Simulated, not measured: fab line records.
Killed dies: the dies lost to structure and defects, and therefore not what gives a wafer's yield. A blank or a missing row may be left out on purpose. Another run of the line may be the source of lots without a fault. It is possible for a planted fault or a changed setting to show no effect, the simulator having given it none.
fab line records -- flow berkeley_cmos170
record: lots: 14, wafers: 42, last_day: 13
route steps=331 shown NSD@192
lots with no fault: from the same line, run without faults
start_h: hours from the record's first day to the start of the lot's first wafer shown -- wait_h: hours since the lot's step before -- " identical to the entry in the row above -- L1.1+2: a row that stands for several wafers -- - no value present, or no start provided -- * or withheld: withheld -- < > ~ a bound
route shown NAME@n: names a module that has steps shown in the file, with the first one's number in the route -- usual: mean/standard deviation taken from wafers without a fault -- same: alike in all rows -- chamber/n: place in a boat -- sites: the reading at each site -- _std_site: their standard deviation -- _edge_site: inner sites' mean taken away from outer sites' mean -- radius_mm: for every site, how far away it sits from the centre of the wafer -- mask NAME#n: copy n -- behind: the tool/chamber that last shaped the wafer -- hold: the reason the lot was held/the length of the hold in hours/how it ended -- device: the n, p or np transistor that did not switch -- end of line: the same wafers' tests at the end of the route -- for a step that has no rows: nothing shown but its recipe -- killed: dies that structure and defects cost at the first sort, which is not the same as the wafer's yield -- map: shows each die of a wafer: x if killed, . if not, _ if none is there
set.NAME: the run value of the setting; set.NAME@STEP: its run value at that earlier step -- model.NAME: the simulator's own value behind a step, which no gauge read
route steps across a sampled set of lots; one table per step, one row per wafer
== steps ==
step: UCB170_NSD_DEVELOP_05
recipe: developer: TMAH, develop_time_s: 45, resist: KrF, dev_temp_c: 21
usual: chill_plate_temp_C: 22.96/0.12, develop_time_s: 45/0
lot.wafer,tool,chamber,start_h,wait_h,chill_plate_temp_C,develop_time_s
L469.1,litho_track-02,0,169,-,23.13,45
L469.3,litho_track-02,0,169,-,23.03,45
L469.4,litho_track-02,0,169,-,23.33,45
L471.1,litho_track-01,0,177,-,22.92,45
L471.4,litho_track-01,0,178,-,22.97,45
L471.5,litho_track-01,0,178,-,23.09,45
L475.3,litho_track-03,0,200,-,23.21,45
L475.4,litho_track-03,0,200,-,23.09,45
L475.5,litho_track-03,0,200,-,23.14,45
L476.1,litho_track-02,0,200,-,23.02,45
L476.2,litho_track-02,0,200,-,22.96,45
L476.3,litho_track-02,0,200,-,22.96,45
L479.2,litho_track-03,0,211,-,22.70,45
L479.4,litho_track-03,0,211,-,22.81,45
L479.6,litho_track-03,0,211,-,22.80,45
L477.2,litho_track-02,0,211,-,22.93,45
L477.4,litho_track-02,0,211,-,22.80,45
L477.5,litho_track-02,0,211,-,23.01,45
L480.1,litho_track-02,-,228,-,-,-
L480.2,litho_track-02,-,228,-,-,-
L480.4,litho_track-02,-,228,-,-,-
L481.2,litho_track-03,-,229,-,-,-
L481.4,litho_track-03,-,229,-,-,-
L481.5,litho_track-03,-,229,-,-,-
L482.2,litho_track-02,0,230,-,23.05,45
L482.3,litho_track-02,0,230,-,23.08,45
L482.5,litho_track-02,0,230,-,22.82,45
L483.4,litho_track-02,0,236,-,23.03,45
L483.5,litho_track-02,0,236,-,22.94,45
L483.6,litho_track-02,0,236,-,22.93,45
L486.4,litho_track-02,0,243,-,22.94,45
L486.5,litho_track-02,0,243,-,22.86,45
L486.6,litho_track-02,0,243,-,22.95,45
L489.1,litho_track-03,0,264,-,22.97,45
L489.4,litho_track-03,0,264,-,22.92,45
L489.6,litho_track-03,0,264,-,22.97,45
L490.2,litho_track-01,0,264,-,22.86,45
L490.5,litho_track-01,0,264,-,22.89,45
L490.6,litho_track-01,0,264,-,22.99,45
L491.3,litho_track-03,0,277,-,22.95,45
L491.5,litho_track-03,0,277,-,23.00,45
L491.6,litho_track-03,0,277,-,22.88,45
== key ==
first_sign: step: UCB170_NSD_DEVELOP_05, reading: tool_record, direction: missing
effect none on later readings
met_at UCB170_NSD_DEVELOP_05
struck_lots L480,L481
sort_left_out L480.1,L480.2,L480.4,L481.2,L481.4,L481.5
tester_left_out L480,L481
onset_between 211 228
fault: kind: skipped_step_whole, tool: litho_track-02,litho_track-03, chamber: -, onset_h: 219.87, steps: UCB170_NSD_DEVELOP_05, scope: struck_lots_only
tester_left_out: of these lots the tester's yield and bins aren't shown, on N5 and GAA mostly nor the transistor test; their killed dies are dies lost to structure and defects alone, not to doping, threshold or leakage, so they don't give the yield
sort_left_out: the simulated sort isn't trusted on such a fault, so these wafers' sort isn't shown, and their yield isn't known
